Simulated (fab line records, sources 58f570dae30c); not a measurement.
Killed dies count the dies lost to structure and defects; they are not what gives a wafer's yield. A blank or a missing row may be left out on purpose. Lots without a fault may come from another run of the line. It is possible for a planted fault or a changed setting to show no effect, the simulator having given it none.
Which of the tools did it? || flow berkeleyCmos170 || Sampling: 14 lots, 42 wafers, 5 of 331 route steps

WHAT THE GAUGES SHOWED, per wafer
UCB170_ACTIVE_THK_MEAS_03.
{"lot": "L912", "measured": "day 4 09:29", "on": "filmMetro-03", "ACTIVE_OXIDE_THK (nm)": "26.5 26.7 26.1"}
{"lot": "L913", "measured": "day 4 09:29", "on": "filmMetro-01", "ACTIVE_OXIDE_THK (nm)": "26.6 26.3 26.4"}
{"lot": "L916", "measured": "day 5 04:07", "on": "filmMetro-02", "ACTIVE_OXIDE_THK (nm)": "26.1 26.4 26.3"}
{"lot": "L918", "measured": "day 5 14:46", "on": "filmMetro-01", "ACTIVE_OXIDE_THK (nm)": "25.8 25.7 25.7"}
{"lot": "L917", "measured": "day 5 14:46", "on": "filmMetro-02", "ACTIVE_OXIDE_THK (nm)": "26.9 26.9 26.3"}
{"lot": "L919", "measured": "day 5 17:41", "on": "filmMetro-01", "ACTIVE_OXIDE_THK (nm)": "26.2 26.3 26.2"}
{"lot": "L920", "measured": "day 6 09:01", "on": "filmMetro-03", "ACTIVE_OXIDE_THK (nm)": "26.2 26.2 26.6"}
{"lot": "L925", "measured": "day 6 15:17", "on": "filmMetro-01", "ACTIVE_OXIDE_THK (nm)": "26.5 26.4 26.2"}
{"lot": "L924", "measured": "day 6 15:20", "on": "filmMetro-01", "ACTIVE_OXIDE_THK (nm)": "25.7 26.1 25.8"}
{"lot": "L927", "measured": "day 7 02:39", "on": "filmMetro-01", "ACTIVE_OXIDE_THK (nm)": "25.9 25.9 26.0"}
{"lot": "L926", "measured": "day 7 02:40", "on": "filmMetro-02", "ACTIVE_OXIDE_THK (nm)": "26.0 26.4 26.1"}
{"lot": "L929", "measured": "day 7 09:38", "on": "filmMetro-01", "ACTIVE_OXIDE_THK (nm)": "26.0 26.9 26.6"}
{"lot": "L928", "measured": "day 7 09:40", "on": "filmMetro-03", "ACTIVE_OXIDE_THK (nm)": "26.5 26.9 26.5"}
{"lot": "L935", "measured": "day 8 05:46", "on": "filmMetro-02", "ACTIVE_OXIDE_THK (nm)": "25.5 25.0 24.9"}

UCB170_NLDD_TW_MEAS_11.
{"lot": "L912", "measured": "day 6 22:28", "on": "filmMetro-01", "NLDD_TW": "2216 2218 2213"}
{"lot": "L913", "measured": "day 6 22:45", "on": "filmMetro-02", "NLDD_TW": "2230 2233 2234"}
{"lot": "L916", "measured": "day 7 08:37", "on": "filmMetro-02", "NLDD_TW": "2223 2220 2222"}
{"lot": "L918", "measured": "day 7 21:56", "on": "filmMetro-02", "NLDD_TW": "2218 2206 2223"}
{"lot": "L917", "measured": "day 7 22:05", "on": "filmMetro-02", "NLDD_TW": "2220 2233 2215"}
{"lot": "L919", "measured": "day 7 21:21", "on": "filmMetro-02", "NLDD_TW": "2216 2204 2225"}
{"lot": "L920", "measured": "day 8 11:29", "on": "filmMetro-01", "NLDD_TW": "2226 2229 2225"}
{"lot": "L925", "measured": "day 8 21:51", "on": "filmMetro-01", "NLDD_TW": "2220 2235 2225"}
{"lot": "L924", "measured": "day 8 21:20", "on": "filmMetro-03", "NLDD_TW": "2216 2223 2226"}
{"lot": "L927", "measured": "day 9 09:29", "on": "filmMetro-02", "NLDD_TW": "2236 2247 2241"}
{"lot": "L926", "measured": "day 9 10:30", "on": "filmMetro-03", "NLDD_TW": "2149 2157 2159"}
{"lot": "L929", "measured": "day 9 13:14", "on": "filmMetro-02", "NLDD_TW": "2183 2184 2184"}
{"lot": "L928", "measured": "day 9 13:06", "on": "filmMetro-01", "NLDD_TW": "2221 2208 2203"}
{"lot": "L935", "measured": "day 10 13:47", "on": "filmMetro-03", "NLDD_TW": "2204 2208 2213"}

UCB170_SDANNEAL_RS_MEAS_05: measurement is done with a four-point probe.
{"lot": "L912", "measured": "day 7 08:12", "on": "filmMetro-02", "NLDD_RS (ohm/sq)": "614.1 614.3 614.2"}
{"lot": "L913", "measured": "day 7 07:37", "on": "filmMetro-03", "NLDD_RS (ohm/sq)": "615.4 615.3 614.6"}
{"lot": "L916", "measured": "day 7 21:16", "on": "filmMetro-03", "NLDD_RS (ohm/sq)": "616.3 617.4 617.8"}
{"lot": "L918", "measured": "day 8 09:01", "on": "filmMetro-01", "NLDD_RS (ohm/sq)": "613.2 614.7 614.5"}
{"lot": "L917", "measured": "day 8 09:17", "on": "filmMetro-02", "NLDD_RS (ohm/sq)": "617.6 617.8 616.8"}
{"lot": "L919", "measured": "day 8 08:50", "on": "filmMetro-02", "NLDD_RS (ohm/sq)": "616.5 618.6 615.7"}
{"lot": "L920", "measured": "day 8 21:31", "on": "filmMetro-02", "NLDD_RS (ohm/sq)": "614.8 617.1 613.5"}
{"lot": "L925", "measured": "day 9 08:29", "on": "filmMetro-03", "NLDD_RS (ohm/sq)": "615.4 615.8 617.0"}
{"lot": "L924", "measured": "day 9 08:16", "on": "filmMetro-02", "NLDD_RS (ohm/sq)": "616.0 617.3 616.5"}
{"lot": "L927", "measured": "day 9 22:29", "on": "filmMetro-03", "NLDD_RS (ohm/sq)": "615.1 613.4 613.4"}
{"lot": "L926", "measured": "day 9 22:40", "on": "filmMetro-01", "NLDD_RS (ohm/sq)": "653.3 653.4 651.4"}
{"lot": "L929", "measured": "day 9 23:33", "on": "filmMetro-01", "NLDD_RS (ohm/sq)": "652.5 653.0 652.1"}
{"lot": "L928", "measured": "day 9 23:00", "on": "filmMetro-02", "NLDD_RS (ohm/sq)": "614.3 614.7 614.6"}
{"lot": "L935", "measured": "day 10 21:02", "on": "filmMetro-02", "NLDD_RS (ohm/sq)": "615.2 615.4 617.0"}

TOOL THAT RAN EACH LOT (tool first, then ch and the chambers of the sampled wafers, then the start)
{"lot": "L912", "UCB170_PLDD_STRIP_10": "plasmaAsher-03 ch 0,1, day 6 20:25", "UCB170_NLDD_IMPLANT_09": "implanter-01 ch 0, day 6 22:13"}
{"lot": "L913", "UCB170_PLDD_STRIP_10": "plasmaAsher-02 ch 0,1, day 6 20:33", "UCB170_NLDD_IMPLANT_09": "implanter-02 ch 0, day 6 22:30"}
{"lot": "L916", "UCB170_PLDD_STRIP_10": "plasmaAsher-03 ch 0,1, day 7 06:19", "UCB170_NLDD_IMPLANT_09": "implanter-01 ch 0, day 7 08:22"}
{"lot": "L918", "UCB170_PLDD_STRIP_10": "plasmaAsher-03 ch 1, day 7 18:41", "UCB170_NLDD_IMPLANT_09": "implanter-02 ch 0, day 7 21:41"}
{"lot": "L917", "UCB170_PLDD_STRIP_10": "plasmaAsher-01 ch 0,1, day 7 19:23", "UCB170_NLDD_IMPLANT_09": "implanter-03 ch 0, day 7 21:50"}
{"lot": "L919", "UCB170_PLDD_STRIP_10": "plasmaAsher-02 ch 0,1, day 7 18:42", "UCB170_NLDD_IMPLANT_09": "implanter-02 ch 0, day 7 21:08"}
{"lot": "L920", "UCB170_PLDD_STRIP_10": "plasmaAsher-01 ch 0,1, day 8 09:36", "UCB170_NLDD_IMPLANT_09": "implanter-02 ch 0, day 8 11:14"}
{"lot": "L925", "UCB170_PLDD_STRIP_10": "plasmaAsher-01 ch 0,1, day 8 18:50", "UCB170_NLDD_IMPLANT_09": "implanter-01 ch 0, day 8 21:36"}
{"lot": "L924", "UCB170_PLDD_STRIP_10": "plasmaAsher-03 ch 0,1, day 8 18:32", "UCB170_NLDD_IMPLANT_09": "implanter-01 ch 0, day 8 21:04"}
{"lot": "L927", "UCB170_PLDD_STRIP_10": "plasmaAsher-02 ch 0,1, day 9 07:38", "UCB170_NLDD_IMPLANT_09": "implanter-02 ch 0, day 9 09:14"}
{"lot": "L926", "UCB170_PLDD_STRIP_10": "plasmaAsher-01 ch 0,1, day 9 08:14", "UCB170_NLDD_IMPLANT_09": "implanter-01 ch 0, day 9 10:16"}
{"lot": "L929", "UCB170_PLDD_STRIP_10": "plasmaAsher-03 ch 0,1, day 9 10:55", "UCB170_NLDD_IMPLANT_09": "implanter-01 ch 0, day 9 12:59"}
{"lot": "L928", "UCB170_PLDD_STRIP_10": "plasmaAsher-01 ch 0,1, day 9 10:44", "UCB170_NLDD_IMPLANT_09": "implanter-03 ch 0, day 9 12:53"}
{"lot": "L935", "UCB170_PLDD_STRIP_10": "plasmaAsher-03 ch 0,1, day 10 11:44", "UCB170_NLDD_IMPLANT_09": "implanter-02 ch 0, day 10 13:33"}
- UCB170_PLDD_STRIP_10: strips in O2.
- UCB170_NLDD_IMPLANT_09

AS READ BY THE TOOLS THEMSELVES (means over the sampled wafers that have a number; for cases with no such wafer, the mark the record gives instead)
UCB170_PLDD_STRIP_10.
{"lot": "L912", "tool": "plasmaAsher-03", "drypumpMotorCurrentA (A)": 5.9, "oesProductAu (a.u.)": 0.733, "stripTimeToEndpointS (s)": 21.61}
{"lot": "L913", "tool": "plasmaAsher-02", "drypumpMotorCurrentA (A)": 6.3, "oesProductAu (a.u.)": 0.731, "stripTimeToEndpointS (s)": 21.68}
{"lot": "L916", "tool": "plasmaAsher-03", "drypumpMotorCurrentA (A)": 5.9, "oesProductAu (a.u.)": 0.735, "stripTimeToEndpointS (s)": 21.70}
{"lot": "L918", "tool": "plasmaAsher-03", "drypumpMotorCurrentA (A)": 5.8, "oesProductAu (a.u.)": 0.737, "stripTimeToEndpointS (s)": 21.55}
{"lot": "L917", "tool": "plasmaAsher-01", "drypumpMotorCurrentA (A)": 6.2, "oesProductAu (a.u.)": 0.735, "stripTimeToEndpointS (s)": 21.63}
{"lot": "L919", "tool": "plasmaAsher-02", "drypumpMotorCurrentA (A)": 5.7, "oesProductAu (a.u.)": 0.736, "stripTimeToEndpointS (s)": 21.61}
{"lot": "L920", "tool": "plasmaAsher-01", "drypumpMotorCurrentA (A)": 6.4, "oesProductAu (a.u.)": 0.726, "stripTimeToEndpointS (s)": 21.58}
{"lot": "L925", "tool": "plasmaAsher-01", "drypumpMotorCurrentA (A)": 6.4, "oesProductAu (a.u.)": 0.738, "stripTimeToEndpointS (s)": 21.55}
{"lot": "L924", "tool": "plasmaAsher-03", "drypumpMotorCurrentA (A)": 5.9, "oesProductAu (a.u.)": 0.733, "stripTimeToEndpointS (s)": 21.62}
{"lot": "L927", "tool": "plasmaAsher-02", "drypumpMotorCurrentA (A)": 5.7, "oesProductAu (a.u.)": 0.737, "stripTimeToEndpointS (s)": 21.57}
{"lot": "L926", "tool": "plasmaAsher-01", "drypumpMotorCurrentA (A)": 6.3, "oesProductAu (a.u.)": 0.735, "stripTimeToEndpointS (s)": 21.53}
{"lot": "L929", "tool": "plasmaAsher-03", "drypumpMotorCurrentA (A)": 5.9, "oesProductAu (a.u.)": 0.735, "stripTimeToEndpointS (s)": 21.61}
{"lot": "L928", "tool": "plasmaAsher-01", "drypumpMotorCurrentA (A)": 6.4, "oesProductAu (a.u.)": 0.737, "stripTimeToEndpointS (s)": 21.68}
{"lot": "L935", "tool": "plasmaAsher-03", "drypumpMotorCurrentA (A)": 5.9, "oesProductAu (a.u.)": 0.733, "stripTimeToEndpointS (s)": 21.57}

UCB170_NLDD_IMPLANT_09.
{"lot": "L912", "tool": "implanter-01", "doseIonsCm2": 5e+13, "faradayCurrentUA": 160, "rotationDeg (degrees)": 180.04}
{"lot": "L913", "tool": "implanter-02", "doseIonsCm2": 5e+13, "faradayCurrentUA": 157, "rotationDeg (degrees)": 180.02}
{"lot": "L916", "tool": "implanter-01", "doseIonsCm2": 5e+13, "faradayCurrentUA": 158, "rotationDeg (degrees)": 179.96}
{"lot": "L918", "tool": "implanter-02", "doseIonsCm2": 5e+13, "faradayCurrentUA": 158, "rotationDeg (degrees)": 180.00}
{"lot": "L917", "tool": "implanter-03", "doseIonsCm2": 5e+13, "faradayCurrentUA": 160, "rotationDeg (degrees)": 179.99}
{"lot": "L919", "tool": "implanter-02", "doseIonsCm2": 5e+13, "faradayCurrentUA": 160, "rotationDeg (degrees)": 179.99}
{"lot": "L920", "tool": "implanter-02", "doseIonsCm2": 5e+13, "faradayCurrentUA": 159, "rotationDeg (degrees)": 179.99}
{"lot": "L925", "tool": "implanter-01", "doseIonsCm2": 5e+13, "faradayCurrentUA": 162, "rotationDeg (degrees)": 180.01}
{"lot": "L924", "tool": "implanter-01", "doseIonsCm2": 5e+13, "faradayCurrentUA": 162, "rotationDeg (degrees)": 179.96}
{"lot": "L927", "tool": "implanter-02", "doseIonsCm2": 5e+13, "faradayCurrentUA": 155, "rotationDeg (degrees)": 180.01}
{"lot": "L926", "tool": "implanter-01", "doseIonsCm2": 4e+13, "faradayCurrentUA": 132, "rotationDeg (degrees)": 180.01}
{"lot": "L929", "tool": "implanter-01", "doseIonsCm2": 4e+13, "faradayCurrentUA": 133, "rotationDeg (degrees)": 180.01}
{"lot": "L928", "tool": "implanter-03", "doseIonsCm2": 5e+13, "faradayCurrentUA": 160, "rotationDeg (degrees)": 179.99}
{"lot": "L935", "tool": "implanter-02", "doseIonsCm2": 5e+13, "faradayCurrentUA": 158, "rotationDeg (degrees)": 179.97}

THE ANSWER, worked out from the rows above alone
Rule: usual is defined by the lots themselves. The widest of any qualifying gaps counts: lots, ordered by their means at a reading, are off when they make up no more than a third of the lots, leave a main group of 4 or more, and stand apart from it by 3 or more times the standard deviation of that group's means. If all means in a main group match to the digits the tables above print for the reading, that group is not used. A lot without any number at a reading at which 4 lots or more have one is off too. The other lots that the step has rows for count as sound. The gauges are gone through in route order, then the tools' own readings, and for those a lot's mean is taken as printed above. The first step at which some lot is off is used, and at that step the reading that is off furthest; a lot without a number counts as furthest.
Off: at UCB170_SDANNEAL_RS_MEAS_05 (NLDD_RS), L926, L929. The main group: mean 615.6 ohm/sq, standard deviation 1.2.
If a tool, at a process step before that reading, ran all the lots that are off and no sound lot after the first of them, it fits. Not tried: the gauges at UCB170_SDANNEAL_RS_MEAS_05; whatever is off there is also off at UCB170_NLDD_IMPLANT_09, on other tools, and gauge error can't account for it. One fits: implanter-01 at UCB170_NLDD_IMPLANT_09. A fault onset in the window from L925 (day 8 21:36, its last sound lot) to L926 (day 9 10:16, its first lot off) fits.
The tool's own readings at UCB170_NLDD_IMPLANT_09 bear it out: on the lots that are off they differ by more than 5 times the standard deviation of the sound lots' means. doseIonsCm2 reads 4e+13 there against 5e+13 on the sound lots; faradayCurrentUA reads 132 there against 159 on the sound lots.

WHAT HAD BEEN PUT IN BY THE SIMULATOR
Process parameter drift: implanter-01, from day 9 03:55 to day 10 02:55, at UCB170_NLDD_IMPLANT_09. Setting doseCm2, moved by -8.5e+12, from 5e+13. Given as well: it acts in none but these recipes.
Shown lots that were struck: L926, L929. The same result came from the rule above.
